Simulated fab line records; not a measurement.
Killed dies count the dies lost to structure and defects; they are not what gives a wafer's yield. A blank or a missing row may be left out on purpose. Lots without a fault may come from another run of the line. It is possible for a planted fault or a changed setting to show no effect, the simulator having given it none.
Which tool is to blame?	flow rit cmos	Sampling: 14 lots, 42 wafers, 2 of 202 route steps

WHAT THE GAUGES SHOWED, per wafer
The record lacks any reading of a measuring or inspecting step that a usual standard deviation could be used to judge.

WHAT TOOL EACH LOT RAN ON (gives the tool, then ch and the chambers of the sampled wafers, and finally the start)
lot	RIT_GATE_ETCH_19	RIT_M1_PROBE_99
L897	rie si-01 ch 1,2,3, day 2 22:56	-
L901	rie si-01 ch 0,2, day 3 15:58	-
L902	rie si-01 ch 0,1,2, day 3 19:25	prober-01, day 4 16:09
L905	rie si-02 ch 0,3, day 4 08:48	prober-02, day 5 07:37
L906	rie si-01 ch 1,2,3, day 4 20:10	prober-01, day 5 18:32
L908	rie si-01 ch 2,3, day 5 05:38	-
L909	rie si-02 ch 0,1,2, day 5 15:01	prober-02, day 6 14:51
L910	rie si-01 ch 1,2,3, day 5 23:14	prober-01, day 6 20:16
L911	rie si-02 ch 0,1, day 5 23:31	prober-02, day 6 21:46
L913	rie si-02 ch 0,1,3, day 6 07:45	-
L914	rie si-01 ch 0,2, day 6 18:02	-
L916	rie si-02 ch 0,1,2, day 6 21:39	-
L918	rie si-01 ch 1,2, day 7 05:38	prober-01, day 8 02:31
L920	rie si-01 ch 1,2,3, day 7 14:08	-
- RIT_GATE_ETCH_19: etches poly-Si in SF6/CHF3/O2, stops on SiO2, time 165 s, target depth 312.5 nm.
- RIT_M1_PROBE_99

WHAT THE TOOLS THEMSELVES READ (means of the sampled wafers that have a number; where no wafer has one, the mark that the record gives instead)
RIT_GATE_ETCH_19. Usual: drypump motor current A 5.8 A, standard deviation 0.31; oes product au 0.848 a.u., standard deviation 0.013; run length s 193.3 s, standard deviation 0.46; throttle valve pct 10.28 %, standard deviation 0.17.
lot	tool	drypump motor current A (A)	oes product au (a.u.)	run length s (s)	throttle valve pct (%)	flag
L897	rie si-01	5.7	0.850	193.5	10.31	
L901	rie si-01	5.7	0.853	193.2	10.16	
L902	rie si-01	5.7	0.853	193.5	10.15	
L905	rie si-02	6.4	0.860	192.8	10.40	
L906	rie si-01	5.7	0.853	193.6	10.30	
L908	rie si-01	5.8	0.846	193.7	10.32	
L909	rie si-02	5.8	0.835	193.3	10.34	
L910	rie si-01	5.7	0.855	193.5	10.30	
L911	rie si-02	5.7	0.837	193.4	10.25	
L913	rie si-02	6.0	0.839	193.0	10.35	
L914	rie si-01	5.8	0.849	193.3	10.15	
L916	rie si-02	5.7	0.831	193.4	10.34	
L918	rie si-01	5.8	0.814	208.9	10.19	OFF
L920	rie si-01	5.7	0.822	208.9	10.32	OFF

RIT_M1_PROBE_99. Usual: killed at contacts 0.1, standard deviation 0.25; killed at front end 7, standard deviation 3.2; killed dies 7, standard deviation 3.2; killed on rim 2.1, standard deviation 1.5; killed open 3.5, standard deviation 2.2; killed short 3.6, standard deviation 2.1.
lot	tool	killed at contacts	killed at front end	killed dies	killed on rim	killed open	killed short	flag
L902	prober-01	0.0	7	7	3.0	3.3	3.7	
L905	prober-02	0.0	5	5	2.0	1.0	3.7	
L906	prober-01	0.0	9	9	2.7	4.7	4.7	
L909	prober-02	0.0	7	7	1.7	2.7	4.7	
L910	prober-01	0.0	4	4	2.0	3.0	1.0	
L911	prober-02	0.3	7	8	2.0	5.3	2.3	
L918	prober-01	0.0	9	9	3.0	4.7	3.7	

THE ANSWER, worked out from the rows above alone
Rule: a lot counts as off when the mean over its wafers that have a number is more than 3 standard deviations away from the usual mean. A lot without any number at a reading at which 4 lots or more have one is off too. Any other lot the step has rows for is counted as sound. Order of review: gauges by route order, followed by the tools' own readings, for which a lot's mean as printed above is used. At the first step where some lot is off, the reading lying furthest off is the one used; lots without a number count as furthest.
Off, at RIT_GATE_ETCH_19 on run length s: L918, L920.
A tool fits if, at that step or a process step before it, it ran every lot that is off, and no sound lot after the first of them. One fits: rie si-01 at RIT_GATE_ETCH_19. Its last sound lot is L914 (day 6 18:02), its first lot that is off L918 (day 7 05:38): a fault that began between those two fits.
The tool's own readings at RIT_GATE_ETCH_19 bear it out: on the lots that are off they differ by more than 5 times the standard deviation of the sound lots' means. run length s reads 208.9 s there against 193.3 s on the sound lots.

WHAT WAS PUT IN BY THE SIMULATOR
rie si-01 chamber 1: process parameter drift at RIT_GATE_ETCH_19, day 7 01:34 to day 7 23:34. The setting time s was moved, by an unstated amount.
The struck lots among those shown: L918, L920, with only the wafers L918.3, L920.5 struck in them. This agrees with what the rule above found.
